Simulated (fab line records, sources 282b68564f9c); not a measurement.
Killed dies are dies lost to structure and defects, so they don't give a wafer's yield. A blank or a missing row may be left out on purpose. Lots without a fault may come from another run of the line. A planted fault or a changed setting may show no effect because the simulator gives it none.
A struck lot beside a sound one | flow rit_cmos | 15 steps out of a route of 202
Sound: wafers L196.1, L196.3, L196.6. Struck: wafers L207.1, L207.2, L207.3. The cause comes at the end.
At each step with rows: each side's tool, then ch and its chambers, then its first start. Under that, the readings that differ: sound wafers | struck wafers | difference of the means | sigmas: that difference in standard deviations of wafers without a fault.
alike: readings whose means differ by less than 2 such deviations, and words and numbers that are the same on both sides. not compared: withheld readings, readings that some wafer has no value for, bounds like >300 that may hide the same value, and numbers for which the record gives no deviation and whose values overlap.
The two part at a step that has a row with sigmas, a row that says differs or no value, or rows on one side only. Numbers that don't overlap but have no deviation are shown without sigmas and don't part them. A reading that every wafer of one side lacks parts them only if that side has two wafers or more.

first, 2 steps without rows for these wafers: RIT_NRETRO_PEB_04; RIT_NRETRO_DEVELOP_05 (develop time 68 s).
RIT_NRETRO_OVL_MEAS_06:
  sound on overlay-01, day 2 05:05; struck on overlay-02, day 4 13:54
  alike: NRETRO_OVL
then, 2 steps without rows for these wafers: RIT_NRETRO_HARDBAKE_07 (time 120 s); RIT_NRETRO_IMPLANT_08.
RIT_NRETRO_STRIP_09: strips in O2, time 180 s.
  sound on plasma_asher-03 ch 0,1, day 2 05:31; struck on plasma_asher-01 ch 0,1, day 4 14:20
  alike: drypump_motor_current_A
  not compared: rf_hours_counter_h
RIT_NRETRO_TW_MEAS_10:
  sound on film_metro-02, day 2 05:41; struck on film_metro-01, day 4 14:31
  alike: NRETRO_TW
then, 5 steps without rows for these wafers: RIT_PRETRO_HMDS_00 (prime time 60 s); RIT_PRETRO_COAT_01 (resist thk 1300 nm); RIT_PRETRO_SOFTBAKE_02 (time 60 s); RIT_PRETRO_EXPOSE_03 (exposes mask M5, target cd 43700 nm); RIT_PRETRO_PEB_04.
RIT_PRETRO_DEVELOP_05: develop time 68 s.
  sound on litho_track-02 ch 0, day 2 06:00; struck on litho_track-02 ch 0, day 4 15:00
  reading              | sound             | struck            | difference | sigmas
  developer_temp_C (C) | 22.98 23.15 22.89 | 23.99 24.02 23.95 | +0.98      | +10
RIT_PRETRO_OVL_MEAS_06:
  sound on overlay-02, day 2 06:38; struck on overlay-02, day 4 15:27
  alike: PRETRO_OVL
RIT_M1_PROBE_99:
  sound on prober-01, day 3 08:17; struck on prober-02, day 5 18:25
  reading            | sound | struck | difference | sigmas
  killed_at_contacts | 0 0 0 | 1 0 1  | +1         | +2
  alike: killed_at_front_end, killed_dies, killed_open, killed_short

WHERE THEY PART
First at RIT_PRETRO_DEVELOP_05; last, within this record, at RIT_M1_PROBE_99.

WHY: what the simulator had put in
Process parameter drift: litho_track-02, from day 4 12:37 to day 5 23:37, at RIT_PRETRO_DEVELOP_05. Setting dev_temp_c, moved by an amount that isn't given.
